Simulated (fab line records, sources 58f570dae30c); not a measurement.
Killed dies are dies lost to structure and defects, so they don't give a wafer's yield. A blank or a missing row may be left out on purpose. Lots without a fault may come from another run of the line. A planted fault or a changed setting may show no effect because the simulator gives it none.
Split-lot experiment | flow berkeley_cmos170 | 5 lots, 23 wafers read, on a route of 331 steps

THE SPLIT
At UCB170_V2_ETCH_14 (etches SiO2 in CHF3/CF4/Ar, stops on Al, target depth 1250 nm, time 291 s), the setting time_s was moved away from the recipe's 291 s on 10 of the 23 wafers read, by -12.0% to +14.3%. The other wafers ran this setting at the recipe's value.

The reading is taken at the split's own step.

THE READING
KrF_of_V2_COAT_07.thk_nm (the simulator's own value, which no gauge read), in nm, at UCB170_V2_ETCH_14 (etches SiO2 in CHF3/CF4/Ar, stops on Al, target depth 1250 nm, time 291 s). The file gives no usual value for it. The 13 wafers here that ran the recipe average 611.2 nm, standard deviation 4.5 nm.

wafer  | tool, chamber at the split | time_s as run, s | against the recipe | KrF_of_V2_COAT_07.thk_nm, nm | against lot-mates on the recipe
L075.1 | rie_diel-02, 0             | 291              | recipe             | 601.5                        | -
L075.4 | rie_diel-02, 3             | 291              | recipe             | 614                          | -
L075.5 | rie_diel-02, 0             | 291              | recipe             | 603.6                        | -
L074.1 | rie_diel-03, 0             | 256.1            | -12.0%             | 647.5                        | +35.2
L074.2 | rie_diel-03, 3             | 291              | recipe             | 610.1                        | -
L074.3 | rie_diel-03, 1             | 291              | recipe             | 614.5                        | -
L074.4 | rie_diel-03, 2             | 256.1            | -12.0%             | 641.6                        | +29.3
L074.6 | rie_diel-03, 0             | 256.1            | -12.0%             | 648.3                        | +36.0
L077.1 | rie_diel-04, 1             | 291              | recipe             | 614.8                        | -
L077.2 | rie_diel-04, 0             | 308.7            | +6.1%              | 590.5                        | -21.3
L077.4 | rie_diel-04, 2             | 291              | recipe             | 607.8                        | -
L077.5 | rie_diel-04, 0             | 308.7            | +6.1%              | 594.8                        | -17.0
L077.6 | rie_diel-04, 1             | 291              | recipe             | 612.8                        | -
L080.1 | rie_diel-04, 2             | 291              | recipe             | 610                          | -
L080.2 | rie_diel-04, 3             | 291              | recipe             | 610.1                        | -
L080.3 | rie_diel-04, 0             | 332.7            | +14.3%             | 571                          | -41.3
L080.4 | rie_diel-04, 1             | 332.7            | +14.3%             | 577.7                        | -34.6
L080.5 | rie_diel-04, 1             | 291              | recipe             | 616.9                        | -
L083.1 | rie_diel-04, 3             | 291              | recipe             | 613.6                        | -
L083.2 | rie_diel-04, 0             | 278.8            | -4.2%              | 627.6                        | +12.8
L083.4 | rie_diel-04, 2             | 278.8            | -4.2%              | 625.5                        | +10.7
L083.5 | rie_diel-04, 3             | 291              | recipe             | 616                          | -
L083.6 | rie_diel-04, 2             | 278.8            | -4.2%              | 625.7                        | +10.9

THE FIT
A straight line over all 23 wafers: KrF_of_V2_COAT_07.thk_nm changes by -2.8 nm for each +1% of time_s; r = -0.98; the points scatter about the line by 4.2 nm.
The same after taking each lot's own level away (the mean of its wafers on the recipe; 23 wafers): -2.76 nm for each +1%; r = -0.98; scatter 3.4 nm.
On that fit, the largest move of time_s shifts the reading by 40 nm.
The lots' own levels span 606.37 to 614.80 nm, that is 1.9 times the standard deviation above.
So the lot-to-lot level changes the slope little: the two slopes agree.
Check: with one of the wafers moved furthest among these (+14.3%) left out of the fit, the line predicts -38.9 nm for it against its lot-mates. It came out at -41.3 nm against them.

OTHER SPLITS ON THESE WAFERS
These wafers also went through other splits before the reading. Each is held against what the fit with the lots' levels taken away leaves over:
other split on the same wafers         | wafers away from the commonest value | r with KrF_of_V2_COAT_07.thk_nm (lot level and that fit taken away)
UCB170_M1_METAL_ETCH_12 time_s         | 8                                    | -0.05
UCB170_V1_CVD_00 time_s                | 10                                   | +0.26
UCB170_M2_PEB_13 peb_temp_c            | 11                                   | -0.19
UCB170_M2_METAL_ETCH_18 over_etch_frac | 4                                    | +0.06

THE WHOLE CHAIN: every reading that the file lists as answering this split, in the file's order
step               | what it does                                                              | reading                                                                   | change (the file's fit)              | r (the file's)
UCB170_V2_ETCH_14  | etches SiO2 in CHF3/CF4/Ar, stops on Al, target depth 1250 nm, time 291 s | KrF_of_V2_COAT_07.thk_nm (the simulator's own value, which no gauge read) | -2.75 nm for each +1% of the setting | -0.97
UCB170_V2_STRIP_15 | strips in O2                                                              | strip_time_to_endpoint_s                                                  | withheld for each +1% of the setting | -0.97

THE FILE'S OWN FIT
KrF_of_V2_COAT_07.thk_nm changes by -2.75 nm for each +1% of time_s, r = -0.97.
